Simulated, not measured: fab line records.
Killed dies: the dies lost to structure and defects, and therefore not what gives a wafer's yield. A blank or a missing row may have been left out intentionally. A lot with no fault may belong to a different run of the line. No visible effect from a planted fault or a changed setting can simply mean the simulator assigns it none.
One fault through the eyes of 2 desks / flow berkeley-cmos170 / what lay behind the numbers comes last; until then each desk has only its own

== AT THE TOOL OWNER'S DESK: rie-diel-02 ==
The tool's own readings at UCB170_CONTACT_ETCH_18 (etches PSG in CHF3/CF4/Ar, stops on TiSi2, target depth 840 nm, time 195 s): means of the sampled wafers that have a number, for each lot that ran on this tool. A lot is out of limits, marked OUT, if its mean lies more than 4 standard deviations from the usual mean; the brackets give that distance.
Columns: A = drypump-motor-current-A at UCB170_CONTACT_ETCH_18, usual 5.6 A; B = oes-product-au at UCB170_CONTACT_ETCH_18, usual 0.887 a.u.; C = run-length-s at UCB170_CONTACT_ETCH_18, usual 223.39 s; D = throttle-valve-pct at UCB170_CONTACT_ETCH_18, usual 6.91 %
lot=L380; first seen here=day 6 23:00; A=5.6; B=0.880; C=223.35; D=6.89
lot=L388; first seen here=day 9 02:00; A=5.7; B=0.997 (+6.5) OUT; C=183.50 (-99 or more) OUT; D=6.91
lot=L385; first seen here=day 9 03:00; A=5.6; B=0.976 (+5.3) OUT; C=183.47 (-99 or more) OUT; D=6.90
Finding of this desk: L385, L388 out of limits; the first was L388 at day 9 02:00, on oes-product-au at UCB170_CONTACT_ETCH_18. L380 stayed within limits.

== AT THE METROLOGY DESK ==
What the gauges read, lot by lot, whatever tool the lot ran on: means of the sampled wafers that have a number. A lot is out of limits, marked OUT, if its mean lies more than 4 standard deviations from the usual mean; the brackets give that distance.
Columns: A = cd-nm at UCB170_CONTACT_CD_MEAS_15, usual 700.2 nm; B = CONTACT_OVL at UCB170_CONTACT_OVL_MEAS_16, usual -2 nm
lot=L380; first seen here=day 6 23:38; A=701.5; B=3
lot=L388; first seen here=day 9 02:37; A=700.1; B=-4
lot=L385; first seen here=day 9 02:54; A=699.6; B=-10
lot=L392; first seen here=day 10 10:32; A=704.5; B=-2
lot=L400; first seen here=day 11 22:34; A=702.5; B=-1
lot=L401; first seen here=day 11 22:47; A=698.1; B=-8
This desk's verdict: no lot among the 6 shows anything out of limits.

== BROUGHT TOGETHER ==
An alarm could have come from the tool owner's desk at day 9 02:00, on L385, L388.
Nothing out of limits was seen by the metrology desk.
The metrology desk holds a record of L385, L388, inside its limits.
The lots listed all ran UCB170_CONTACT_ETCH_18 on rie-diel-02.

== WHAT THE SIMULATOR HAD INSERTED ==
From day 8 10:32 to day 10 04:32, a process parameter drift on rie-diel-02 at UCB170_CONTACT_ETCH_18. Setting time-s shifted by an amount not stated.
Shown lots that were struck: L385, L388.
Time in hours from fault onset to the first out-of-limits reading at each desk: the tool owner's desk, 15.
